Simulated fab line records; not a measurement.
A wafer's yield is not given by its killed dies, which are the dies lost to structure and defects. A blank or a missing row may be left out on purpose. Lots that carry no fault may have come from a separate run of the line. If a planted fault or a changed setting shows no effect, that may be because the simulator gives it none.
What tool caused it?	flow berkeleyCmos170	15 lots, 45 wafers sampled, at 2 steps of a route of 331

## WHAT THE GAUGES READ, wafer by wafer
UCB170_CONTACT_THK_MEAS_02. Usual: CONTACT_PSG_THK 683 nm, standard deviation 7.8.
lot	measured	on	CONTACT_PSG_THK (nm)	flag
L711	day 8 18:20	filmMetro-03	684 679 687	
L712	day 8 18:55	filmMetro-01	674 676 671	
L714	day 9 03:46	filmMetro-04	685 685 680	
L713	day 9 03:57	filmMetro-01	688 681 691	
L715	day 9 05:32	filmMetro-03	682 684 684	
L717	day 9 15:05	filmMetro-04	689 685 686	
L718	day 9 15:29	filmMetro-03	671 674 675	
L720	day 10 06:17	filmMetro-01	781 781 781 782 781 781	OFF
L719	day 10 08:04	filmMetro-01	788 783 790 788 784 790	OFF
L721	day 10 08:05	filmMetro-04	784 779 780 784 779 781	OFF
L722	day 10 20:24	filmMetro-01	796 792 792 796 791 792	OFF
L729	day 12 00:26	filmMetro-04	696 694 695	
L731	day 12 12:23	filmMetro-04	687 694 687	
L733	day 12 23:19	filmMetro-04	684 681 678	
L734	day 13 12:12	filmMetro-04	682 671 679	

## WHAT TOOL EACH LOT RAN ON (gives the tool, then ch and the chambers of the sampled wafers, and finally the start)
lot	UCB170_CONTACT_CVD_01
L711	lpcvd-01 ch 1, day 8 15:38
L712	lpcvd-02 ch 0, day 8 17:08
L714	lpcvd-01 ch 1, day 9 01:59
L713	lpcvd-02 ch 1, day 9 02:10
L715	lpcvd-01 ch 0, day 9 03:46
L717	lpcvd-02 ch 0, day 9 13:17
L718	lpcvd-01 ch 1, day 9 13:42
L720	lpcvd-01 ch 0, day 10 04:30
L719	lpcvd-01 ch 0, day 10 06:17
L721	lpcvd-01 ch 0, day 10 06:17
L722	lpcvd-01 ch 1, day 10 18:37
L729	lpcvd-02 ch 1, day 11 22:40
L731	lpcvd-02 ch 1, day 12 10:36
L733	lpcvd-02 ch 1, day 12 21:30
L734	lpcvd-02 ch 1, day 13 10:25
- UCB170_CONTACT_CVD_01: deposits PSG from SiH4/O2/PH3, target thk 700 nm, time 2754 s.

## WHAT THE TOOLS THEMSELVES READ (means of the sampled wafers that have a number; where no wafer has one, the mark that the record gives instead)
UCB170_CONTACT_CVD_01. Usual: spikeTcCentreC at 452.5 C, with a standard deviation of 1.5.
lot	tool	spikeTcCentreC (C)	flag
L711	lpcvd-01	451.6	
L712	lpcvd-02	452.0	
L714	lpcvd-01	452.0	
L713	lpcvd-02	452.6	
L715	lpcvd-01	452.0	
L717	lpcvd-02	451.9	
L718	lpcvd-01	451.6	
L720	lpcvd-01	453.5	
L719	lpcvd-01	452.9	
L721	lpcvd-01	453.0	
L722	lpcvd-01	452.5	
L729	lpcvd-02	453.6	
L731	lpcvd-02	452.9	
L733	lpcvd-02	454.2	
L734	lpcvd-02	453.3	

## THE ANSWER, worked out from the rows above alone
Rule: a lot is off if the mean of its wafers that have a number lies more than 3 standard deviations from the usual mean. A lot without any number at a reading at which 4 lots or more have one is off too. Any other lot the step has rows for is counted as sound. First the gauges in route order, then the tools' own readings, where a lot's mean is used as printed above. At the first step where some lot is off, the reading lying furthest off is the one used; lots without a number count as furthest.
Off: at UCB170_CONTACT_THK_MEAS_02 (CONTACT_PSG_THK), L720, L719, L721, L722.
A tool fits if, at a process step before that reading, it ran every lot that is off, and no sound lot after the first of them. Gauges at UCB170_CONTACT_THK_MEAS_02: tried the same way as those tools. One candidate fits, namely lpcvd-01 at UCB170_CONTACT_CVD_01. Its last sound lot is L718 (day 9 13:42), its first lot that is off L720 (day 10 04:30): a fault that began between those two fits.

## WHAT THE SIMULATOR HAD INSERTED
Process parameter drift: lpcvd-01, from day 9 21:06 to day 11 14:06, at UCB170_CONTACT_CVD_01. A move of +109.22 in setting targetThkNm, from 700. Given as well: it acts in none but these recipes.
Lots struck among those shown: L720, L719, L721, L722. The same result came from the rule above.
